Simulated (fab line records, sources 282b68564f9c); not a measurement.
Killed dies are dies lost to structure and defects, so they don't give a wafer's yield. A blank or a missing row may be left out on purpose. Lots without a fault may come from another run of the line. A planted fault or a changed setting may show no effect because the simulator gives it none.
fab line records | flow rit_cmos
record lots=6 wafers=18 last_day=6
route steps=202 shown NLDD@110 PLDD@114 SPACER@125 NSD@131 PSD@142 M1@202
lots that met no fault: from a run of the same line without faults
start_h: hours from the record's first day to the start of the lot's first wafer shown | wait_h: hours since the lot's step before | " the same as in the row above | L1.1+2: a row that stands for several wafers | - no value, or no start given | * or withheld: withheld | < > ~ a bound
route shown NAME@n: a module of which the file shows steps, and the number in the route of the first | usual: mean/standard deviation of fault-free wafers | same: alike in all rows | chamber/n: place in a boat | sites: the reading at each site | _std_site: their standard deviation | _edge_site: outer sites' mean less inner sites' | radius_mm: how far each site lies from the wafer's centre | mask NAME#n: copy n | behind: the tool/chamber that last shaped the wafer | hold: why the lot was held/for how many hours/how that ended | device: the transistor (n, p or np) that didn't switch | end of line: the same wafers' tests at the end of the route | a step without rows: its recipe alone | killed: dies lost to structure and defects at the first sort, not the wafer's yield | map: a wafer's dies, x killed, . not, _ none there
set.NAME: the setting as run; set.NAME@STEP: as run at that earlier step | model.NAME: the simulator's own value behind a step, which no gauge read
lots at some steps of the route; a table a step, a row a wafer
services: from which hour (start_h, from the record's first day; less than 0 if before it) a tool's chamber was out of use, for how many hours, and why
## steps
# step RIT_NLDD_HARDBAKE_07
# recipe resist=NOVOLAK temp_c=140.7 time_s=60
# step RIT_NLDD_IMPLANT_08
# recipe species=P energy_kev=20 dose_cm2=5e+14 tilt_deg=7
# step RIT_NLDD_STRIP_09
# recipe chemistry=O2 time_s=180 resist=NOVOLAK platen_temp_c=withheld power_w=500 pressure_mtorr=4000 o2_flow_sccm=4000
# usual drypump_motor_current_A=5.9/0.7
# columns lot.wafer tool chamber start_h wait_h drypump_motor_current_A rf_hours_counter_h
L102.1 plasma_asher-01 0 43.94 0.1 6.6 39
L102.3 " 1 " " 6.0 -
L102.5 " 0 " " 6.6 -
L103.1 plasma_asher-03 0 47.96 0.2 6.1 24
L103.2 " 1 " " 5.1 24
L103.6 " 0 " " 6.1 -
L105.2 plasma_asher-01 0 60.97 0.1 6.6 41
L105.3 " 1 " " 6.0 -
L105.5 " 1 " " 6.0 -
L107.1 plasma_asher-02 0 71.49 0.1 4.6 43
L107.5 " 0 " " 4.6 -
L107.6 " 1 " " 6.4 -
L116.1 plasma_asher-01 0 115.58 0.1 6.6 48
L116.4 " 1 " " 6.1 -
L116.6 " 0 " " 6.6 -
L118.3 plasma_asher-03 0 123.36 0.1 6.1 -
L118.5 " 1 " " 5.1 -
L118.6 " 0 " " 6.1 -
# step RIT_NLDD_TW_MEAS_10
# usual NLDD_TW=2489/19
# columns lot.wafer tool chamber start_h wait_h NLDD_TW
L102.1 film_metro-01 - 44.12 0.1 2512
L102.3 " - " " 2489
L102.5 " - " " 2498
L103.1 film_metro-01 - 48.13 0.1 2507
L103.2 " - " " 2510
L103.6 " - " " 2508
L105.2 film_metro-02 - 61.16 0.1 2477
L105.3 " - " " 2489
L105.5 " - " " 2493
L107.1 film_metro-02 - 71.67 0.1 2490
L107.5 " - " " 2489
L107.6 " - " " 2494
L116.1 film_metro-02 - 115.75 0.1 2486
L116.4 " - " " 2493
L116.6 " - " " 2500
L118.3 film_metro-01 - 123.50 0.1 2495
L118.5 " - " " 2495
L118.6 " - " " 2510
# step RIT_PLDD_HMDS_00
# recipe prime_time_s=60 prime_temp_c=140
# step RIT_PLDD_COAT_01
# recipe resist=NOVOLAK spin_rpm=3250 resist_thk_nm=1000
# step RIT_PLDD_SOFTBAKE_02
# recipe resist=NOVOLAK temp_c=90 time_s=60
# step RIT_PLDD_EXPOSE_03
# recipe mask_id=M8 na=0.57 target_cd_nm=40900 dose_mj=250
# step RIT_PLDD_PEB_04
# recipe resist=NOVOLAK temp_c=withheld time_s=withheld
# step RIT_PLDD_DEVELOP_05
# recipe resist=NOVOLAK develop_time_s=50 dev_temp_c=23
# step RIT_PLDD_OVL_MEAS_06
# usual PLDD_OVL=0.3/1.2
# columns lot.wafer tool chamber start_h wait_h PLDD_OVL[nm]
L102.1 overlay-01 - 45.15 - 0.8
L102.3 " - " " 0.6
L102.5 " - " " 0.4
L103.1 overlay-02 - 49.22 - 2.1
L103.2 " - " " 1.0
L103.6 " - " " 0.8
L105.2 overlay-01 - 62.28 - -0.2
L105.3 " - " " 1.6
L105.5 " - " " 0.0
L107.1 overlay-01 - 72.58 - 1.2
L107.5 " - " " 0.6
L107.6 " - " " 0.0
L116.1 overlay-02 - 116.79 - -0.3
L116.4 " - " " -0.3
L116.6 " - " " -0.2
L118.3 overlay-02 - 124.40 - 2.3
L118.5 " - " " 0.9
L118.6 " - " " 1.9
# step RIT_PLDD_HARDBAKE_07
# recipe resist=NOVOLAK temp_c=140 time_s=60
# step RIT_PLDD_IMPLANT_08
# recipe species=BF2 energy_kev=19.87 dose_cm2=9e+14 tilt_deg=7
# usual beam_on_s=9.97/0.22 end_station_pressure_torr=7.3e-06/4e-07 tilt_deg=7.000/0.019
# columns lot.wafer tool chamber start_h wait_h beam_on_s end_station_pressure_torr tilt_deg
L102.1 implanter-02 0 45.34 0.1 10.37 7.3e-06 7.021
L102.3 " 0 " " 9.80 7.5e-06 7.009
L102.5 " 0 " " 10.22 7.5e-06 6.981
L103.1 implanter-02 0 49.52 0.1 9.67 7.1e-06 6.987
L103.2 " 0 " " 9.80 7.4e-06 6.993
L103.6 " 0 " " 10.00 7.7e-06 7.002
L105.2 implanter-02 0 62.49 0.1 9.72 7.3e-06 7.005
L105.3 " 0 " " 10.05 7.7e-06 7.040
L105.5 " 0 " " 10.44 7.6e-06 7.007
L107.1 implanter-02 0 72.76 0.1 10.09 7.4e-06 6.975
L107.5 " 0 " " 9.81 7.7e-06 6.983
L107.6 " 0 " " 10.14 7.4e-06 7.011
L116.1 implanter-03 0 116.98 0.1 9.76 7e-06 7.014
L116.4 " 0 " " 10.14 6.9e-06 6.979
L116.6 " 0 " " 9.34 7.4e-06 7.009
L118.3 implanter-03 0 124.62 0.1 9.84 5.8e-06 7.001
L118.5 " 0 " " 9.98 7.5e-06 7.009
L118.6 " 0 " " 10.11 6.5e-06 6.975
# step RIT_PLDD_STRIP_09
# recipe chemistry=O2 time_s=180 resist=NOVOLAK platen_temp_c=withheld power_w=500 pressure_mtorr=4000 o2_flow_sccm=4000
# usual drypump_motor_current_A=5.8/0.73
# columns lot.wafer tool chamber start_h wait_h drypump_motor_current_A rf_hours_counter_h
L102.1 plasma_asher-02 1 45.49 0.1 6.4 40
L102.3 " 1 " " 6.4 -
L102.5 " 0 " " 4.6 -
L103.1 plasma_asher-01 1 49.82 0.2 6.0 40
L103.2 " 0 " " 6.6 40
L103.6 " 1 " " 6.0 -
L105.2 plasma_asher-04 0 62.61 0.1 5.9 43
L105.3 " 1 " " 5.2 -
L105.5 " 0 " " 6.0 -
L107.1 plasma_asher-04 1 72.91 0.1 5.2 44
L107.5 " 0 " " 5.9 -
L107.6 " 1 " " 5.2 -
L116.1 plasma_asher-04 1 117.13 0.1 5.2 49
L116.4 " 1 " " 5.1 -
L116.6 " 1 " " 5.2 -
L118.3 plasma_asher-02 0 124.78 0.1 4.6 -
L118.5 " 0 " " 4.6 -
L118.6 " 1 " " 6.4 -
# step RIT_PLDD_TW_MEAS_10
# usual PLDD_TW=2346/19
# columns lot.wafer tool chamber start_h wait_h PLDD_TW
L102.1 film_metro-03 - 45.66 0.1 2305
L102.3 " - " " 2322
L102.5 " - " " 2326
L103.1 film_metro-02 - 49.99 0.1 2346
L103.2 " - " " 2319
L103.6 " - " " 2341
L105.2 film_metro-03 - 62.80 0.1 2108
L105.3 " - " " 2301
L105.5 " - " " 2122
L107.1 film_metro-01 - 73.09 0.1 2137
L107.5 " - " " 2172
L107.6 " - " " 2360
L116.1 film_metro-02 - 117.30 0.1 2352
L116.4 " - " " 2340
L116.6 " - " " 2368
L118.3 film_metro-01 - 124.92 0.1 2366
L118.5 " - " " 2354
L118.6 " - " " 2368
# step RIT_SPACER_CLEAN_00
# recipe chemistry=SC1 mix=3:3:50 time_s=600 temp_c=75
# step RIT_SPACER_CLEAN_01
# recipe chemistry=dHF dilution=50:1 time_s=30
# step RIT_SPACER_CLEAN_02
# recipe chemistry=SC2 mix=3:3:50 time_s=600 temp_c=75 dry=n2_spin
# step RIT_SPACER_CVD_03
# recipe material=Si3N4 target_thk_nm=250 temp_c=810 precursor=SiH2Cl2/NH3 time_s=3300 pressure_mtorr=300 sih2cl2_flow_sccm=60 nh3_flow_sccm=150
# step RIT_SPACER_THK_MEAS_04
# recipe reads=Si3N4_of_SPACER_CVD_03
# usual SPACER_NITRIDE_THK=250.1/2.1
# columns lot.wafer tool chamber start_h wait_h SPACER_NITRIDE_THK[nm]
L102.1 film_metro-02 - 48.01 0.0 245.4
L102.3 " - " " 247.7
L102.5 " - " " 245.7
L103.1 film_metro-03 - 52.35 0.0 250.3
L103.2 " - " " 252.7
L103.6 " - " " 252.6
L105.2 film_metro-02 - 65.73 0.0 251.9
L105.3 " - " " 252.8
L105.5 " - " " 252.2
L107.1 film_metro-04 - 75.43 0.0 251.0
L107.5 " - " " 249.3
L107.6 " - " " 250.6
L116.1 film_metro-02 - 119.66 0.0 245.3
L116.4 " - " " 250.0
L116.6 " - " " 250.3
L118.3 film_metro-04 - 127.26 0.0 248.6
L118.5 " - " " 250.1
L118.6 " - " " 249.9
# step RIT_SPACER_ETCHBACK_05
# recipe target_depth_a=2500 SF6_flow_sccm=30 CHF3_flow_sccm=30 target=Si3N4 chemistry=SF6/CHF3 pressure_mtorr=40 rf_w=250 time_s=240 stop_on=SiO2
# usual drypump_motor_current_A=5.8/0.45 oes_product_au=0.845/0.014 throttle_valve_pct=10.31/0.2
# columns lot.wafer tool chamber start_h wait_h drypump_motor_current_A oes_product_au rf_hours_counter_h throttle_valve_pct
L102.1 rie_diel-02 2 48.07 0.1 6.7 0.834 128 10.55
L102.3 " 3 " " 6.0 0.831 51 10.18
L102.5 " 2 " " 6.7 0.831 - 10.53
L103.1 rie_diel-03 0 52.41 0.1 6.4 0.855 90 10.50
L103.2 " 2 " " 5.6 0.841 110 10.40
L103.6 " 1 " " 6.0 0.845 - 9.90
L105.2 rie_diel-03 0 65.78 0.0 6.5 0.853 90 10.48
L105.3 " 2 " " 5.6 0.845 110 10.41
L105.5 " 1 " " 6.0 0.849 - 9.92
L107.1 rie_diel-01 2 75.49 0.1 6.0 0.829 4 10.16
L107.5 " 0 " " 5.9 0.874 - 10.46
L107.6 " 1 " " 4.8 0.867 - 10.15
L116.1 rie_diel-03 3 119.72 0.1 5.7 0.831 101 10.26
L116.4 " 0 " " 6.4 0.849 91 10.48
L116.6 " 3 " " 5.7 0.839 - 10.25
L118.3 rie_diel-03 1 127.30 0.0 6.0 0.844 49 9.90
L118.5 " 1 " " 6.0 0.849 - 9.91
L118.6 " 0 " " 6.4 0.853 - 10.51
# step RIT_NSD_HMDS_00
# recipe prime_time_s=60 prime_temp_c=140
# step RIT_NSD_COAT_01
# recipe resist=NOVOLAK spin_rpm=3250 resist_thk_nm=1000
# step RIT_NSD_SOFTBAKE_02
# recipe resist=NOVOLAK temp_c=90 time_s=60
# step RIT_NSD_EXPOSE_03
# recipe mask_id=M9 na=0.57 target_cd_nm=40700 dose_mj=250
# step RIT_NSD_PEB_04
# recipe resist=NOVOLAK temp_c=withheld time_s=withheld
# step RIT_NSD_DEVELOP_05
# recipe resist=NOVOLAK develop_time_s=50 dev_temp_c=23
# step RIT_NSD_OVL_MEAS_06
# usual NSD_OVL=0.0/1.1
# columns lot.wafer tool chamber start_h wait_h NSD_OVL[nm]
L102.1 overlay-01 - 49.07 - 1.2
L102.3 " - " " 1.5
L102.5 " - " " 0.5
L103.1 overlay-01 - 53.54 - -0.4
L103.2 " - " " 0.3
L103.6 " - " " -0.3
L105.2 overlay-02 - 66.91 - 1.1
L105.3 " - " " 0.5
L105.5 " - " " 0.2
L107.1 overlay-02 - 76.49 - 0.4
L107.5 " - " " 0.0
L107.6 " - " " 1.1
L116.1 overlay-01 - 120.90 - 0.9
L116.4 " - " " 0.2
L116.6 " - " " -0.2
L118.3 overlay-02 - 128.38 - -0.9
L118.5 " - " " -2.3
L118.6 " - " " -2.1
# step RIT_NSD_HARDBAKE_07
# recipe resist=NOVOLAK temp_c=140 time_s=60
# step RIT_NSD_IMPLANT_08
# recipe species=P energy_kev=25 dose_cm2=1e+15 tilt_deg=7
# step RIT_NSD_STRIP_09
# recipe chemistry=O2 time_s=180 resist=NOVOLAK platen_temp_c=withheld power_w=500 pressure_mtorr=4000 o2_flow_sccm=4000
# usual drypump_motor_current_A=5.6/0.6
# columns lot.wafer tool chamber start_h wait_h drypump_motor_current_A rf_hours_counter_h
L102.1 plasma_asher-04 1 49.52 0.1 5.2 42
L102.3 " 1 " " 5.2 -
L102.5 " 1 " " 5.2 -
L103.1 plasma_asher-02 0 53.87 0.1 4.6 41
L103.2 " 1 " " 6.4 41
L103.6 " 1 " " 6.4 -
L105.2 plasma_asher-04 1 67.24 0.1 5.2 43
L105.3 " 0 " " 6.0 -
L105.5 " 1 " " 5.2 -
L107.1 plasma_asher-04 0 76.83 0.1 5.9 44
L107.5 " 0 " " 5.9 -
L107.6 " 1 " " 5.2 -
L116.1 plasma_asher-04 0 121.24 0.1 5.9 49
L116.4 " 1 " " 5.2 -
L116.6 " 1 " " 5.2 -
L118.3 plasma_asher-02 1 128.77 0.1 6.4 -
L118.5 " 1 " " 6.4 -
L118.6 " 0 " " 4.6 -
# step RIT_NSD_TW_MEAS_10
# usual NSD_TW=3114/28
# columns lot.wafer tool chamber start_h wait_h NSD_TW
L102.1 film_metro-03 - 49.69 0.1 3099
L102.3 " - " " 3093
L102.5 " - " " 3091
L103.1 film_metro-01 - 54.05 0.1 3134
L103.2 " - " " 3134
L103.6 " - " " 3145
L105.2 film_metro-03 - 67.42 0.1 3078
L105.3 " - " " 3075
L105.5 " - " " 3085
L107.1 film_metro-01 - 77.00 0.1 3133
L107.5 " - " " 3128
L107.6 " - " " 3119
L116.1 film_metro-01 - 121.41 0.1 3137
L116.4 " - " " 3124
L116.6 " - " " 3133
L118.3 film_metro-01 - 128.90 0.1 3128
L118.5 " - " " 3130
L118.6 " - " " 3126
# step RIT_PSD_HMDS_00
# recipe prime_time_s=60 prime_temp_c=139.3
# step RIT_PSD_COAT_01
# recipe resist=NOVOLAK spin_rpm=3250 resist_thk_nm=1000
# step RIT_PSD_SOFTBAKE_02
# recipe resist=NOVOLAK temp_c=90 time_s=60
# step RIT_PSD_EXPOSE_03
# recipe mask_id=M10 na=0.57 target_cd_nm=40900 dose_mj=250
# step RIT_PSD_PEB_04
# recipe resist=NOVOLAK temp_c=withheld time_s=withheld
# step RIT_PSD_DEVELOP_05
# recipe resist=NOVOLAK develop_time_s=50 dev_temp_c=23
# step RIT_PSD_OVL_MEAS_06
# usual PSD_OVL=-0.5/1.4
# columns lot.wafer tool chamber start_h wait_h PSD_OVL[nm]
L102.1 overlay-02 - 50.60 - 0.3
L102.3 " - " " 0.1
L102.5 " - " " 0.5
L103.1 overlay-01 - 55.08 - -0.5
L103.2 " - " " -0.3
L103.6 " - " " -0.6
L105.2 overlay-01 - 68.33 - 1.7
L105.3 " - " " 0.4
L105.5 " - " " 2.0
L107.1 overlay-02 - 78.07 - 0.9
L107.5 " - " " 0.7
L107.6 " - " " 0.8
L116.1 overlay-01 - 122.32 - -1.2
L116.4 " - " " -2.2
L116.6 " - " " -1.8
L118.3 overlay-02 - 129.80 - -3.3
L118.5 " - " " -3.2
L118.6 " - " " -2.2
# step RIT_PSD_HARDBAKE_07
# recipe resist=NOVOLAK temp_c=140 time_s=60
# step RIT_PSD_IMPLANT_08
# recipe species=BF2 energy_kev=26.53 dose_cm2=5e+15 tilt_deg=7
# step RIT_PSD_STRIP_09
# recipe chemistry=O2 time_s=180 resist=NOVOLAK platen_temp_c=withheld power_w=500 pressure_mtorr=4000 o2_flow_sccm=4000
# usual drypump_motor_current_A=6.0/0.52
# columns lot.wafer tool chamber start_h wait_h drypump_motor_current_A rf_hours_counter_h
L102.1 plasma_asher-01 0 50.94 0.1 6.6 40
L102.3 " 1 " " 6.0 -
L102.5 " 0 " " 6.6 -
L103.1 plasma_asher-04 1 55.42 0.1 5.2 42
L103.2 " 0 " " 5.9 42
L103.6 " 1 " " 5.2 -
L105.2 plasma_asher-03 0 68.66 0.1 6.1 27
L105.3 " 1 " " 5.1 -
L105.5 " 1 " " 5.1 -
L107.1 plasma_asher-04 0 78.40 0.1 5.9 45
L107.5 " 1 " " 5.2 -
L107.6 " 0 " " 5.9 -
L116.1 plasma_asher-01 1 122.66 0.1 6.0 48
L116.4 " 1 " " 6.0 -
L116.6 " 1 " " 6.1 -
L118.3 plasma_asher-01 0 130.19 0.1 6.6 -
L118.5 " 1 " " 6.1 -
L118.6 " 0 " " 6.6 -
# step RIT_SDANNEAL_RS_MEAS_06
# recipe thk_meas_gauge=four-point-probe
# usual PLDD_RS=179.1/0.4
# columns lot.wafer tool chamber start_h wait_h PLDD_RS[ohm/sq]
L102.1 film_metro-02 - 51.84 0.1 179.2
L102.3 " - " " 178.9
L102.5 " - " " 179.5
L103.1 film_metro-03 - 56.37 0.1 178.6
L103.2 " - " " 179.4
L103.6 " - " " 178.4
L105.2 film_metro-03 - 69.58 0.1 183.3
L105.3 " - " " 179.6
L105.5 " - " " 183.4
L107.1 film_metro-02 - 79.32 0.1 183.8
L107.5 " - " " 183.0
L107.6 " - " " 180.4
L116.1 film_metro-02 - 123.56 0.1 179.3
L116.4 " - " " 179.3
L116.6 " - " " 179.5
L118.3 film_metro-02 - 131.10 0.1 178.8
L118.5 " - " " 179.5
L118.6 " - " " 179.0
# step RIT_M1_PROBE_99
# usual killed_at_M0_to_M3=0.0/0.083 killed_at_front_end=6/3.2 killed_dies=7/3.2 killed_open=3.4/1.8 killed_short=3.2/2.3
# same gross_dies=264 killed_at_M4_up=0 killed_at_back_side=0 killed_at_contacts=0 killed_at_other=0
# columns lot.wafer tool chamber start_h wait_h killed_at_M0_to_M3 killed_at_front_end killed_dies killed_open killed_short model.etest.pmos_turned.r_on_ohm_um model.etest.pmos_0p15.r_on_ohm_um model.etest.pmos_0p3.r_on_ohm_um model.etest.pmos_turned.drive_ua_um model.etest.pmos_0p15.drive_ua_um model.etest.pmos_0p15.swing_mv_dec model.etest.retro_edge_pmos.off_log10_a_um model.etest.pmos_0p15.off_log10_a_um
L102.1 prober-01 - 59.03 0.1 0 3 3 3 0 3449 2775 6529 186.5 255.4 85.21 -10.3 -10.34
L102.3 prober-01 - 59.13 0.2 0 8 8 3 5 3444 2718 6492 187.8 257.7 85.23 -10.27 -10.3
L102.5 prober-01 - 59.23 0.2 0 6 6 4 2 3409 2729 6419 190.8 261.1 85.33 -9.972 -10.06
L103.1 prober-02 - 63.65 0.1 0 8 8 4 4 3354 2698 6173 196.8 264.7 83.98 -10.19 -10.23
L103.2 prober-02 - 63.70 0.1 0 7 7 3 4 3420 2735 6252 190.7 255.8 84.14 -10.22 -10.38
L103.6 prober-02 - 63.90 0.2 0 10 10 4 6 3330 2693 6190 197.2 261 83.99 -10.14 -10.21
L107.1 prober-02 - 86.56 0.1 0 6 6 3 3 2474 2483 6016 288.4 286.7 85.09 -9.493 -9.589
L107.5 prober-02 - 86.76 0.2 0 8 8 4 4 2544 2513 6070 282.8 285.1 85.69 -9.449 -9.583
L107.6 prober-02 - 86.81 0.2 0 5 5 4 1 2776 2534 5976 257.2 283.6 84.3 -9.454 -9.686
L116.1 prober-01 - 130.95 0.1 0 3 3 1 2 3657 2954 6482 175.2 240 83.44 -10.5 -10.61
L116.4 prober-01 - 131.10 0.2 0 4 4 2 2 3644 2907 6447 172.4 237.5 84.4 -10.69 -10.77
L116.6 prober-01 - 131.20 0.2 1 4 5 2 3 3889 3117 6704 161.6 224.5 83.94 -11.11 -11.1
L118.3 prober-01 - 138.33 0.2 0 6 6 3 3 3322 2715 6388 197.9 261.6 85.34 -10.32 -10.26
L118.5 prober-01 - 138.43 0.2 0 4 4 2 2 3402 2755 6329 194.2 252.9 84.73 -10.55 -10.6
L118.6 prober-01 - 138.48 0.2 0 4 4 1 3 3303 2696 6276 200.4 259 85.37 -10.18 -10.3
# killed by level:class
L102.1 FOX1:geometric_particle:open=2 GATE:geometric_particle:open=1
L102.3 FOX1:geometric_particle:open=2 GATE:geometric_particle:short=2 SILICIDE:geometric_particle:short=2 GATE:geometric_particle:open=1 SPACER:geometric_particle:short=1
L102.5 SPACER:geometric_particle:open=2 GATE:geometric_particle:open=1 GATE:geometric_particle:short=1 SPACER:geometric_particle:short=1 SILICIDE:geometric_particle:open=1
L103.1 FOX1:geometric_particle:short=3 ACTIVE:geometric_particle:open=1 GATE:geometric_particle:open=1 REOX:geometric_particle:open=1 SPACER:geometric_particle:short=1 SILICIDE:geometric_particle:open=1
L103.2 GATE:geometric_particle:open=2 FOX1:geometric_particle:short=1 FOX2:geometric_particle:short=1 FOX2:geometric_particle:open=1 GATE:geometric_particle:short=1 REOX:geometric_particle:short=1
L103.6 GATE:geometric_particle:short=2 ACTIVE:geometric_particle:short=1 FOX1:geometric_particle:short=1 GATE:geometric_particle:open=1 REOX:geometric_particle:open=1 REOX:geometric_particle:short=1 SPACER:geometric_particle:open=1 SILICIDE:geometric_particle:open=1
L107.1 FOX2:geometric_particle:short=2 SPACER:geometric_particle:open=2 FOX1:geometric_particle:open=1 SILICIDE:geometric_particle:short=1
L107.5 SILICIDE:geometric_particle:open=2 ACTIVE:geometric_particle:open=1 GATE:geometric_particle:short=1 GATE:geometric_particle:open=1 REOX:geometric_particle:short=1 SPACER:geometric_particle:short=1 SILICIDE:geometric_particle:short=1
L107.6 GATE:geometric_particle:open=3 FOX2:geometric_particle:open=1 GATE:geometric_particle:short=1
L116.1 GATE:geometric_particle:short=2 REOX:geometric_particle:open=1
L116.4 GATE:geometric_particle:open=1 GATE:geometric_particle:short=1 SPACER:geometric_particle:short=1 SILICIDE:geometric_particle:open=1
L116.6 FOX1:geometric_particle:short=1 GATE:geometric_particle:open=1 SPACER:geometric_particle:short=1 SILICIDE:geometric_particle:short=1 M1:geometric_particle:open=1
L118.3 GATE:geometric_particle:short=2 FOX1:geometric_particle:short=1 FOX1:geometric_particle:open=1 GATE:geometric_particle:open=1 REOX:geometric_particle:open=1
L118.5 FOX2:geometric_particle:open=1 GATE:geometric_particle:short=1 GATE:geometric_particle:open=1 REOX:geometric_particle:short=1
L118.6 SILICIDE:geometric_particle:short=1 GATE:geometric_particle:open=1 GATE:geometric_particle:short=1 REOX:geometric_particle:short=1
## services
# columns tool chamber start_h hours kind
rie_diel-03 1 25.13 5.2 repair
implanter-02 - 26.69 2.4 repair
rie_diel-03 - 34.93 0.7 repair
rie_diel-02 1 43.86 9.4 repair
rie_diel-03 3 45.66 4.7 repair
plasma_asher-04 - 52.09 2.0 repair
rie_diel-03 3 53.15 5.8 repair
plasma_asher-04 - 81.01 2.8 pm
implanter-03 - 86.60 14.4 repair
rie_diel-02 0 87.69 5.5 repair
rie_diel-01 - 92.12 0.7 repair
implanter-02 - 104.84 1.1 repair
plasma_asher-02 - 108.75 9.0 pm
plasma_asher-02 0 108.75 9.0 vent_cycle
plasma_asher-02 1 108.75 9.0 vent_cycle
plasma_asher-03 - 111.20 2.5 repair
implanter-02 - 111.78 1.7 repair
rie_diel-01 - 115.59 14.6 pm
plasma_asher-02 0 117.75 - clean
plasma_asher-02 1 117.75 - clean
rie_diel-02 0 125.95 1.6 repair
## key
first_sign step=RIT_PLDD_TW_MEAS_10 reading=PLDD_TW direction=down sigmas=7.7 usual=2346 struck=2200 wafers_moved=4
effect step=RIT_SDANNEAL_RS_MEAS_06 reading=PLDD_RS direction=up sigmas=8 usual=179.1 struck=182.3 wafers_moved=5
model_effect step=RIT_M1_PROBE_99 value=etest.pmos_turned.r_on_ohm_um without=3375 struck=2598
met_at RIT_PLDD_IMPLANT_08
struck_wafers L105.2,L105.3,L105.5,L107.1,L107.5,L107.6
rows_end L105.2,L105.3,L105.5
tester_left_out L107
onset_between 49.52 62.49
fault kind=process_parameter_drift tool=implanter-02 chamber=- onset_h=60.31 steps=RIT_PLDD_IMPLANT_08 channel=tilt_deg offset=-5 spread_by_wafer=0.3 shape=step end_h=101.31 acts_in=these_recipes_only stated=7
# tester_left_out: of these lots the tester's yield and bins aren't shown, on N5 and GAA mostly nor the transistor test; their killed dies are dies lost to structure and defects alone, not to doping, threshold or leakage, so they don't give the yield
# rows_end: these wafers met a further fault down the route, and their rows from its step on are left out
